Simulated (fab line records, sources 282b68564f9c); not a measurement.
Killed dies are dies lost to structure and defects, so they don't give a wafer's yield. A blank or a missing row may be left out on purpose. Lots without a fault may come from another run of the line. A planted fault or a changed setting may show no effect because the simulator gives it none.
A struck lot beside a sound one | flow rit_cmos | 21 steps out of a route of 202
Sound: wafers L993.3, L993.5, L993.6. Struck: wafers L997.2, L997.3, L997.5. The cause comes at the end.
At each step with rows: each side's tool, then ch and its chambers, then its first start. Under that, the readings that differ: sound wafers | struck wafers | difference of the means | sigmas: that difference in standard deviations of wafers without a fault.
alike: readings whose means differ by less than 2 such deviations, and words and numbers that are the same on both sides. not compared: withheld readings, readings that some wafer has no value for, bounds like >300 that may hide the same value, and numbers for which the record gives no deviation and whose values overlap.
The two part at a step that has a row with sigmas, a row that says differs or no value, or rows on one side only. Numbers that don't overlap but have no deviation are shown without sigmas and don't part them. A reading that every wafer of one side lacks parts them only if that side has two wafers or more.

first, 3 steps without rows for these wafers: RIT_GATE_CLEAN_02 (cleans in dHF, time 30 s); RIT_GATE_CLEAN_03 (cleans in SC2, time 600 s); RIT_GATE_CLEAN_04 (cleans in dHF, time 60 s).
RIT_FOX2_THK_MEAS_91:
  sound on film_metro-01, day 3 08:32; struck on film_metro-03, day 4 04:59
  alike: FIELD_OXIDE_LEFT_2_THK
then, 2 steps without rows for these wafers: RIT_GATE_OXIDATION_05 (target thk 3 nm, ox time 270 s); RIT_GATE_ANNEAL_06 (time 600 s).
RIT_GATE_THK_MEAS_07:
  sound on film_metro-03, day 3 10:22; struck on film_metro-02, day 4 06:23
  alike: GATE_OXIDE_THK
then, 1 step without rows for these wafers: RIT_GATE_CVD_08 (deposits poly-Si from SiH4, target thk 250 nm, time 2220 s).
RIT_GATE_THK_MEAS_09:
  sound on film_metro-01, day 3 12:02; struck on film_metro-01, day 4 09:11
  reading            | sound             | struck            | difference | sigmas
  GATE_POLY_THK (nm) | 242.9 244.0 241.2 | 238.2 235.6 237.6 | -5.6       | -2
then, 3 steps without rows for these wafers: RIT_GATE_HMDS_10 (prime time 60 s); RIT_GATE_COAT_11 (resist thk 850 nm); RIT_GATE_SOFTBAKE_12 (time 60 s).
RIT_GATE_EXPOSE_13: exposes mask M6, target cd 150 nm.
  sound on iline_stepper-02 ch 0, day 3 12:43; struck on iline_stepper-01 ch 0, day 4 09:50
  reading | sound          | struck                  | difference | sigmas
  mask    | M6#0 M6#0 M6#0 | M6_R1#0 M6_R1#0 M6_R1#0 | differs    |
  alike: focus_offset_nm
then, 2 steps without rows for these wafers: RIT_GATE_PEB_14; RIT_GATE_DEVELOP_15 (develop time 50 s).
RIT_GATE_CD_MEAS_16: target cd 150 nm.
  sound on cd_sem-02, day 3 13:07; struck on cd_sem-02, day 4 10:14
  reading    | sound             | struck            | difference | sigmas
  cd_nm (nm) | 147.1 150.6 147.6 | 164.5 166.1 163.4 | +16.2      | +7
RIT_GATE_OVL_MEAS_17:
  sound on overlay-02, day 3 13:13; struck on overlay-02, day 4 10:20
  alike: GATE_OVL
then, 1 step without rows for these wafers: RIT_GATE_HARDBAKE_18 (time 60 s).
RIT_GATE_ETCH_19: etches poly-Si in SF6/CHF3/O2, stops on SiO2, time 165 s, target depth 312.5 nm.
  sound on rie_si-01 ch 1,2, day 3 13:23; struck on rie_si-01 ch 0,2,3, day 4 10:31
  reading               | sound           | struck          | difference | sigmas
  model.GATE.cd_nm (nm) | 147.3 150.7 148 | 164.5 166 163.2 | +15.9      |
  alike: drypump_motor_current_A, oes_product_au, rf_fwd_power_W, throttle_valve_pct
  not compared: rf_hours_counter_h
RIT_GATE_STRIP_20: strips in O2, time 180 s.
  sound on plasma_asher-02 ch 0,1, day 3 13:33; struck on plasma_asher-02 ch 1, day 4 10:37
  alike: drypump_motor_current_A
  not compared: rf_hours_counter_h
RIT_M1_PROBE_99:
  sound on prober-02, day 4 10:37; struck on prober-02, day 5 06:39
  reading                             | sound             | struck            | difference | sigmas
  model.etest.pmos_0p3.r_on_ohm_um    | 6189 6211 6316    | 6611 6791 6626    | +437       |
  model.etest.pmos_turned.r_on_ohm_um | 3312 3376 3340    | 3756 3848 3746    | +441       |
  model.etest.pmos_0p15.r_on_ohm_um   | 2705 2778 2727    | 3095 3210 3101    | +399       |
  model.etest.nmos_0p15.r_on_ohm_um   | 1086 1099 1093    | 1210 1267 1233    | +144       |
  model.etest.nmos_0p3.r_on_ohm_um    | 2144 2131 2152    | 2238 2289 2256    | +119       |
  model.etest.nmos_0p15.drive_ua_um   | 487.9 480.7 483   | 419.2 404.1 421.2 | -69.0      |
  model.etest.pmos_0p15.drive_ua_um   | 263.8 258.4 260.3 | 224.1 213.8 225.2 | -39.8      |
  model.etest.nmos_turned.drive_ua_um | 355.7 341.2 355.9 | 311.8 306.3 314.4 | -40.1      |
  alike: killed_at_front_end, killed_dies, killed_open, killed_short

WHERE THEY PART
First at RIT_GATE_THK_MEAS_09; last, within this record, at RIT_GATE_CD_MEAS_16. Later steps at which nothing parts them and some readings are alike: RIT_GATE_OVL_MEAS_17, RIT_GATE_ETCH_19, RIT_GATE_STRIP_20, RIT_M1_PROBE_99.

WHY: what the simulator had put in
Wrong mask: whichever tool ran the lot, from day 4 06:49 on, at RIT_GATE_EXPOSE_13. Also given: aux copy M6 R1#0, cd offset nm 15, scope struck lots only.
